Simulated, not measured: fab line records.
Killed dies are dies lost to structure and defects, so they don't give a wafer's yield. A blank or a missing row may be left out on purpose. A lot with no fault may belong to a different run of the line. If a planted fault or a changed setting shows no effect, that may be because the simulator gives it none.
fab line records ; flow ritCmos ; part 2 of 2: steps 29 to 39 of 39
[record] lots = 5; wafers = 15; lastDay = 8
route steps=202 shown ACTIVE@4 FOX1@20 FOX2@23 NWELL@28 PWELL@39
lots with no fault: from the same line, run without faults
startH: the number of hours between the record's first day and the start of the first shown wafer of the lot ; waitH: hours since the lot's step before ; " repeats the value in the row above ; L1.1+2: several wafers, shown together as one row ; - no value, or no start was given ; * or withheld: withheld ; < > ~ a bound
route shown NAME@n: a module of which the file shows steps, and the number in the route of the first ; usual: mean and standard deviation over wafers with no fault ; same: alike in all rows ; chamber/n: place in a boat ; sites: the reading at each site ; _std_site: standard deviation of those values ; _edge_site: inner sites' mean taken away from outer sites' mean ; radiusMm: for every site, how far away it sits from the centre of the wafer ; mask NAME#n: copy n ; behind: the most recent tool/chamber to have shaped the wafer ; hold: reason for holding the lot/hours on hold/outcome of the hold ; device: whichever transistor did not switch (one of n, p or np) ; end of line: the route-end tests of the same wafers ; where a step has no rows: the recipe by itself ; killed: dies lost to structure and defects at the first sort, not the wafer's yield ; map: a wafer's dies, x killed, . not, _ none there
set.NAME: the setting the step ran with; set.NAME@STEP: the setting that earlier step ran with ; model.NAME: the simulator's own value behind a step, which no gauge read
a table for each step, a row for each wafer; lots at some steps of the route
services: when a tool's chamber went out of use (startH, in hours from the record's first day, below 0 if earlier), for how many hours, and the reason
[[steps]]
[step RIT_NWELL_PEB_04]
[recipe] resist = NOVOLAK; tempC = withheld; timeS = withheld
[usual] resistLineTempC = *
lot.wafer;tool;chamber;startH;waitH;resistLineTempC
L088.2;lithoTrack-03;0;93.91;0.1;*
L088.3;lithoTrack-03;0;93.91;0.1;*
L088.5;lithoTrack-03;0;93.91;0.1;*
L091.3;lithoTrack-01;0;109.07;0.2;*
L091.4;lithoTrack-01;0;109.07;0.2;*
L091.5;lithoTrack-01;0;109.07;0.2;*
L092.3;lithoTrack-01;0;112.21;0.1;*
L092.4;lithoTrack-01;0;112.21;0.1;*
L092.5;lithoTrack-01;0;112.21;0.1;*
L094.2;lithoTrack-03;0;123.64;0.2;*
L094.4;lithoTrack-03;0;123.64;0.2;*
L094.5;lithoTrack-03;0;123.64;0.2;*
L097.4;lithoTrack-03;0;137.74;0.1;*
L097.5;lithoTrack-03;0;137.74;0.1;*
L097.6;lithoTrack-03;0;137.74;0.1;*
[step RIT_NWELL_DEVELOP_05]
[recipe] resist = NOVOLAK; developTimeS = 68; devTempC = 23
[usual] resistLineTempC = 23.01/0.093
lot.wafer;tool;chamber;startH;waitH;resistLineTempC
L088.2;lithoTrack-03;0;-;-;23.04
L088.3;lithoTrack-03;0;-;-;23.07
L088.5;lithoTrack-03;0;-;-;22.84
L091.3;lithoTrack-01;0;-;-;22.97
L091.4;lithoTrack-01;0;-;-;22.88
L091.5;lithoTrack-01;0;-;-;22.91
L092.3;lithoTrack-01;0;-;-;22.92
L092.4;lithoTrack-01;0;-;-;23.01
L092.5;lithoTrack-01;0;-;-;22.89
L094.2;lithoTrack-03;0;-;-;23.16
L094.4;lithoTrack-03;0;-;-;23.16
L094.5;lithoTrack-03;0;-;-;23.10
L097.4;lithoTrack-03;0;-;-;23.10
L097.5;lithoTrack-03;0;-;-;23.04
L097.6;lithoTrack-03;0;-;-;23.20
[step RIT_NWELL_OVL_MEAS_06]
[usual] NWELL_OVL = -0.2/1.7
lot.wafer;tool;chamber;startH;waitH;NWELL_OVL[nm]
L088.2;overlay-01;-;94.21;-;-1.8
L088.3;overlay-01;-;94.21;-;0.3
L088.5;overlay-01;-;94.21;-;-1.3
L091.3;overlay-01;-;109.35;-;-1.1
L091.4;overlay-01;-;109.35;-;0.7
L091.5;overlay-01;-;109.35;-;-2.8
L092.3;overlay-02;-;112.48;-;-0.5
L092.4;overlay-02;-;112.48;-;-1.6
L092.5;overlay-02;-;112.48;-;0.6
L094.2;overlay-01;-;123.93;-;0.1
L094.4;overlay-01;-;123.93;-;-0.7
L094.5;overlay-01;-;123.93;-;0.3
L097.4;overlay-01;-;137.99;-;-2.2
L097.5;overlay-01;-;137.99;-;-1.9
L097.6;overlay-01;-;137.99;-;0.4
[step RIT_NWELL_HARDBAKE_07]
[recipe] resist = NOVOLAK; tempC = 140; timeS = 120
[usual] resistLineTempC = 23.00/0.095
lot.wafer;tool;chamber;startH;waitH;resistLineTempC
L088.2;lithoTrack-03;0;94.28;0.1;22.85
L088.3;lithoTrack-03;0;94.28;0.1;22.91
L088.5;lithoTrack-03;0;94.28;0.1;23.03
L091.3;lithoTrack-01;0;109.45;0.1;22.99
L091.4;lithoTrack-01;0;109.45;0.1;23.13
L091.5;lithoTrack-01;0;109.45;0.1;23.21
L092.3;lithoTrack-01;0;112.59;0.1;23.17
L092.4;lithoTrack-01;0;112.59;0.1;23.09
L092.5;lithoTrack-01;0;112.59;0.1;23.02
L094.2;lithoTrack-03;0;124.00;0.1;23.04
L094.4;lithoTrack-03;0;124.00;0.1;22.87
L094.5;lithoTrack-03;0;124.00;0.1;22.98
L097.4;lithoTrack-03;0;138.14;0.1;23.00
L097.5;lithoTrack-03;0;138.14;0.1;22.95
L097.6;lithoTrack-03;0;138.14;0.1;22.92
[step RIT_NWELL_IMPLANT_08]
[recipe] species = P; energyKev = 170; doseCm2 = 5.081e+13; tiltDeg = 7
lot.wafer;tool;chamber;startH;waitH
L088.2+3+5;implanter-03;0;94.51;0.2
L091.3+4+5;implanter-04;0;109.67;0.2
L092.3+4+5;implanter-01;0;112.81;0.2
L094.2+4+5;implanter-01;0;124.24;0.2
L097.4+5+6;implanter-04;0;138.34;0.2
[step RIT_NWELL_STRIP_09]
[recipe] chemistry = O2; timeS = 180; resist = NOVOLAK; platenTempC = withheld; powerW = 500; pressureMtorr = 4000; o2FlowSccm = 4000
[usual] drypumpMotorCurrentA = 6.1/0.34
lot.wafer;tool;chamber;startH;waitH;drypumpMotorCurrentA;rfHoursCounterH
L088.2;plasmaAsher-04;0;94.64;0.1;6.7;26
L088.3;plasmaAsher-04;1;94.64;0.1;6.3;-
L088.5;plasmaAsher-04;1;94.64;0.1;6.3;-
L091.3;plasmaAsher-02;1;109.83;0.1;5.9;-
L091.4;plasmaAsher-02;0;109.83;0.1;5.8;-
L091.5;plasmaAsher-02;1;109.83;0.1;5.9;-
L092.3;plasmaAsher-04;1;112.96;0.1;6.3;-
L092.4;plasmaAsher-04;0;112.96;0.1;6.6;-
L092.5;plasmaAsher-04;1;112.96;0.1;6.3;-
L094.2;plasmaAsher-04;0;124.36;0.1;6.6;30
L094.4;plasmaAsher-04;0;124.36;0.1;6.6;-
L094.5;plasmaAsher-04;1;124.36;0.1;6.3;-
L097.4;plasmaAsher-02;1;138.47;0.1;5.9;-
L097.5;plasmaAsher-02;0;138.47;0.1;5.8;-
L097.6;plasmaAsher-02;1;138.47;0.1;5.9;-
[step RIT_NWELL_TW_MEAS_10]
[usual] NWELL_TW = 2149/12
lot.wafer;tool;chamber;startH;waitH;NWELL_TW
L088.2;filmMetro-01;-;94.82;0.1;2164
L088.3;filmMetro-01;-;94.82;0.1;2162
L088.5;filmMetro-01;-;94.82;0.1;2164
L091.3;filmMetro-01;-;109.97;0.1;2131
L091.4;filmMetro-01;-;109.97;0.1;2138
L091.5;filmMetro-01;-;109.97;0.1;2128
L092.3;filmMetro-02;-;113.10;0.1;2151
L092.4;filmMetro-02;-;113.10;0.1;2151
L092.5;filmMetro-02;-;113.10;0.1;2155
L094.2;filmMetro-02;-;124.55;0.1;2153
L094.4;filmMetro-02;-;124.55;0.1;2145
L094.5;filmMetro-02;-;124.55;0.1;2158
L097.4;filmMetro-02;-;138.62;0.1;2146
L097.5;filmMetro-02;-;138.62;0.1;2128
L097.6;filmMetro-02;-;138.62;0.1;2136
[step RIT_PWELL_HMDS_00]
[recipe] primeTimeS = 60; primeTempC = 140
[usual] resistLineTempC = 22.99/0.093
lot.wafer;tool;chamber;startH;waitH;resistLineTempC
L088.2;lithoTrack-04;0;94.93;0.1;22.94
L088.3;lithoTrack-04;0;94.93;0.1;22.94
L088.5;lithoTrack-04;0;94.93;0.1;23.01
L091.3;lithoTrack-04;0;110.19;0.2;22.89
L091.4;lithoTrack-04;0;110.19;0.2;23.02
L091.5;lithoTrack-04;0;110.19;0.2;23.01
L092.3;lithoTrack-04;0;113.19;0.1;23.03
L092.4;lithoTrack-04;0;113.19;0.1;22.85
L092.5;lithoTrack-04;0;113.19;0.1;22.97
L094.2;lithoTrack-03;0;124.62;0.1;23.02
L094.4;lithoTrack-03;0;124.62;0.1;23.07
L094.5;lithoTrack-03;0;124.62;0.1;22.98
L097.4;lithoTrack-04;0;138.72;0.1;22.96
L097.5;lithoTrack-04;0;138.72;0.1;22.92
L097.6;lithoTrack-04;0;138.72;0.1;22.89
[step RIT_PWELL_COAT_01]
[recipe] resist = NOVOLAK; spinRpm = 2000; resistThkNm = 1300
[usual] resistLineTempC = 22.99/0.1
lot.wafer;tool;chamber;startH;waitH;resistLineTempC
L088.2;lithoTrack-04;0;95.08;0.1;23.06
L088.3;lithoTrack-04;0;95.08;0.1;23.03
L088.5;lithoTrack-04;0;95.08;0.1;23.12
L091.3;lithoTrack-04;0;110.34;0.1;22.81
L091.4;lithoTrack-04;0;110.34;0.1;22.92
L091.5;lithoTrack-04;0;110.34;0.1;22.90
L092.3;lithoTrack-04;0;113.34;0.1;23.01
L092.4;lithoTrack-04;0;113.34;0.1;23.07
L092.5;lithoTrack-04;0;113.34;0.1;23.07
L094.2;lithoTrack-03;0;124.77;0.1;23.13
L094.4;lithoTrack-03;0;124.77;0.1;22.86
L094.5;lithoTrack-03;0;124.77;0.1;22.95
L097.4;lithoTrack-04;0;138.87;0.1;22.91
L097.5;lithoTrack-04;0;138.87;0.1;23.00
L097.6;lithoTrack-04;0;138.87;0.1;23.02
[step RIT_PWELL_SOFTBAKE_02]
[recipe] resist = NOVOLAK; tempC = 90; timeS = 60
[usual] resistLineTempC = 23.00/0.11
lot.wafer;tool;chamber;startH;waitH;resistLineTempC
L088.2;lithoTrack-04;0;95.23;0.1;22.96
L088.3;lithoTrack-04;0;95.23;0.1;22.95
L088.5;lithoTrack-04;0;95.23;0.1;22.91
L091.3;lithoTrack-04;0;110.49;0.1;22.93
L091.4;lithoTrack-04;0;110.49;0.1;22.98
L091.5;lithoTrack-04;0;110.49;0.1;23.07
L092.3;lithoTrack-04;0;113.49;0.1;22.94
L092.4;lithoTrack-04;0;113.49;0.1;22.97
L092.5;lithoTrack-04;0;113.49;0.1;22.90
L094.2;lithoTrack-03;0;124.92;0.1;23.08
L094.4;lithoTrack-03;0;124.92;0.1;23.05
L094.5;lithoTrack-03;0;124.92;0.1;23.07
L097.4;lithoTrack-04;0;139.02;0.1;22.93
L097.5;lithoTrack-04;0;139.02;0.1;23.00
L097.6;lithoTrack-04;0;139.02;0.1;22.95
[step RIT_PWELL_EXPOSE_03]
[recipe] maskId = M3; na = 0.57; targetCdNm = 43700; doseMj = 250
[usual] exposureDoseMJCm2 = 250.01/0.24
lot.wafer;tool;chamber;startH;waitH;mask;exposureDoseMJCm2
L088.2;ilineStepper-01;0;95.38;0.1;M3#0;250.34
L088.3;ilineStepper-01;0;95.38;0.1;M3#0;249.84
L088.5;ilineStepper-01;0;95.38;0.1;M3#0;250.12
L091.3;ilineStepper-02;0;110.63;0.1;M3#0;250.20
L091.4;ilineStepper-02;0;110.63;0.1;M3#0;249.90
L091.5;ilineStepper-02;0;110.63;0.1;M3#0;249.47
L092.3;ilineStepper-02;0;113.63;0.1;M3#0;249.96
L092.4;ilineStepper-02;0;113.63;0.1;M3#0;249.95
L092.5;ilineStepper-02;0;113.63;0.1;M3#0;249.97
L094.2;ilineStepper-01;0;125.07;0.1;M3#0;249.96
L094.4;ilineStepper-01;0;125.07;0.1;M3#0;250.00
L094.5;ilineStepper-01;0;125.07;0.1;M3#0;250.15
L097.4;ilineStepper-01;0;139.27;0.2;M3#0;249.79
L097.5;ilineStepper-01;0;139.27;0.2;M3#0;250.13
L097.6;ilineStepper-01;0;139.27;0.2;M3#0;250.16
[[services]]
tool;chamber;startH;hours;kind
implanter-04;-;63.54;1.4;repair
plasmaAsher-02;-;72.58;11.4;pm
implanter-03;-;78.52;5.1;repair
implanter-04;-;79.59;1.8;repair
rieDiel-03;1;87.23;1.5;repair
rieDiel-02;3;100.56;8.9;repair
plasmaAsher-01;-;108.75;9.0;pm
plasmaAsher-01;0;108.75;9.0;ventCycle
plasmaAsher-01;1;108.75;9.0;ventCycle
rieDiel-03;0;109.68;10.8;repair
plasmaAsher-03;-;110.39;7.6;repair
ilineStepper-02;-;114.79;28.9;pm
plasmaAsher-01;0;117.75;-;clean
plasmaAsher-01;1;117.75;-;clean
implanter-03;-;121.64;3.7;repair
lpcvd-02;-;121.74;6.1;pm
implanter-03;-;134.88;18.7;repair
